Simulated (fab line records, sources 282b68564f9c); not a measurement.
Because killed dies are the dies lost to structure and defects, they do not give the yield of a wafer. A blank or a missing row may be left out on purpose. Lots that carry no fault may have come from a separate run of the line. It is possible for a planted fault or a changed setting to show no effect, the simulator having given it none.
Comparing a struck lot with a sound one || flow rit cmos || 15 out of 202 route steps
Sound: the wafers L401.2, L401.4, L401.6. Struck: wafer L409.6. (L409.3, L409.4 of the same lot were not struck and are left out.) The cause comes at the end.
Each step with rows lists, per side, the tool, then ch with its chambers, then its first start. Under that, the readings that differ: sound wafers || struck wafers || difference of the means || sigmas: that difference in standard deviations of wafers without a fault.
alike: a reading whose means differ by less than 2 such deviations, as well as words and numbers matching on both sides. not compared: withheld readings; readings where some wafer has no value; bounds like >300 that might hide an equal value; numbers whose values overlap and for which the record gives no deviation.
The two part at a step that has a row with sigmas, a row that says differs or no value, or rows on one side only. Non-overlapping numbers with no deviation appear without sigmas and do not part them. A reading missing from all wafers of one side parts the sides only when that side holds two or more wafers.

RIT_SILICIDE_RTA_06: time 10 s, ramp up 5 s, ramp down 10 s.
  sound on rtp anneal-01 ch 0, day 4 00:59; struck on rtp anneal-01 ch 0, day 5 10:22
  alike: chamber o2 ppm, wafer_temp_C_max
RIT_CONTACT_CVD_00: deposits SiO2 from TEOS, target thk 400 nm, time 61 s.
  sound on pecvd-02 ch 0,1,2, day 4 01:02; struck on pecvd-04 ch 1, day 5 10:25
  alike: heater power w
RIT_CONTACT_THK_MEAS_01:
  sound on film metro-03, day 4 01:06; struck on film metro-02, day 5 10:29
  alike: CONTACT_TEOS_THK
then, 6 steps without rows for these wafers: RIT_CONTACT_HMDS_02 (prime time 60 s); RIT_CONTACT_COAT_03 (resist thk 1000 nm); RIT_CONTACT_SOFTBAKE_04 (time 60 s); RIT_CONTACT_EXPOSE_05 (exposes mask M11, target cd 1000 nm); RIT_CONTACT_PEB_06; RIT_CONTACT_DEVELOP_07 (develop time 120 s).
RIT_CONTACT_CD_MEAS_08: target cd 1000 nm.
  sound on cd sem-02, day 4 02:08; struck on cd sem-01, day 5 11:51
  alike: cd nm
RIT_CONTACT_OVL_MEAS_09:
  sound on overlay-02, day 4 02:14; struck on overlay-01, day 5 11:56
  alike: CONTACT_OVL
then, 1 step without rows for these wafers: RIT_CONTACT_HARDBAKE_10 (time 60 s).
RIT_CONTACT_ETCH_11: etches SiO2 in CHF3/CF4/Ar, stops on TiSi2, target depth 480 nm, time 320 s.
  sound on rie diel-04 ch 0,2,3, day 4 02:38; struck on rie diel-04 ch 1, day 5 12:07
{"reading": "drypump motor current A (A)", "sound": "5.9 5.7 5.4", "struck": 6.7, "difference": "+1.0", "sigmas": "+2"}
{"reading": "model.NOVOLAK_of_CONTACT_COAT_03.thk nm (nm)", "sound": "765.7 771.4 767.7", "struck": 724.1, "difference": -44.2, "sigmas": ""}
  alike: oes product au, throttle valve pct
  not compared: rf hours counter h
RIT_CONTACT_STRIP_12: strips in O2, time 180 s.
  sound on plasma asher-01 ch 0,1, day 4 02:50; struck on plasma asher-04 ch 1, day 5 12:22
{"reading": "drypump motor current A (A)", "sound": "5.6 5.6 5.7", "struck": 6.7, "difference": "+1.1", "sigmas": "+3"}
  not compared: rf hours counter h
RIT_M1_PROBE_99:
  sound on prober-02, day 4 08:24; struck on prober-01, day 5 17:20
{"reading": "model.etest.nmos_0p15.junction log10 a um", "sound": "-13.64 -13.56 -13.45", "struck": -11.48, "difference": "+2.07", "sigmas": ""}
{"reading": "model.etest.nmos narrow.off log10 a um", "sound": "-13.27 -13.38 -13.27", "struck": -11.47, "difference": "+1.84", "sigmas": ""}
{"reading": "model.etest.nmos_0p3.off log10 a um", "sound": "-12.98 -13.05 -13.01", "struck": -11.46, "difference": "+1.55", "sigmas": ""}
{"reading": "model.etest.gate end array.leak log10 a um", "sound": "-12.71 -12.9 -12.84", "struck": -11.22, "difference": "+1.60", "sigmas": ""}
{"reading": "model.etest.contact diode array.leak log10 a (angstrom)", "sound": "-9.602 -9.587 -9.509", "struck": -8.204, "difference": "+1.362", "sigmas": ""}
{"reading": "model.etest.pmos_0p15.junction log10 a um", "sound": "-13.77 -13.79 -13.85", "struck": -12.46, "difference": "+1.34", "sigmas": ""}
{"reading": "model.etest.antenna contact.gate log10 a cm2", "sound": "-5.886 -6.215 -5.985", "struck": -5.18, "difference": "+0.85", "sigmas": ""}
{"reading": "model.etest.pmos_0p3.off log10 a um", "sound": "-12.79 -12.74 -12.79", "struck": -12.27, "difference": "+0.50", "sigmas": ""}
  alike: killed at contacts, killed at front end, killed dies, killed open, killed short

WHERE THEY PART
Last at RIT_CONTACT_STRIP_12 as far as this record goes, first at RIT_CONTACT_ETCH_11. Later steps at which nothing parts them and some readings are alike: RIT_M1_PROBE_99.

WHY: what the simulator had put in
rie diel-04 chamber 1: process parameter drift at RIT_CONTACT_ETCH_11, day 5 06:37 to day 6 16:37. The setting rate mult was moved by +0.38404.
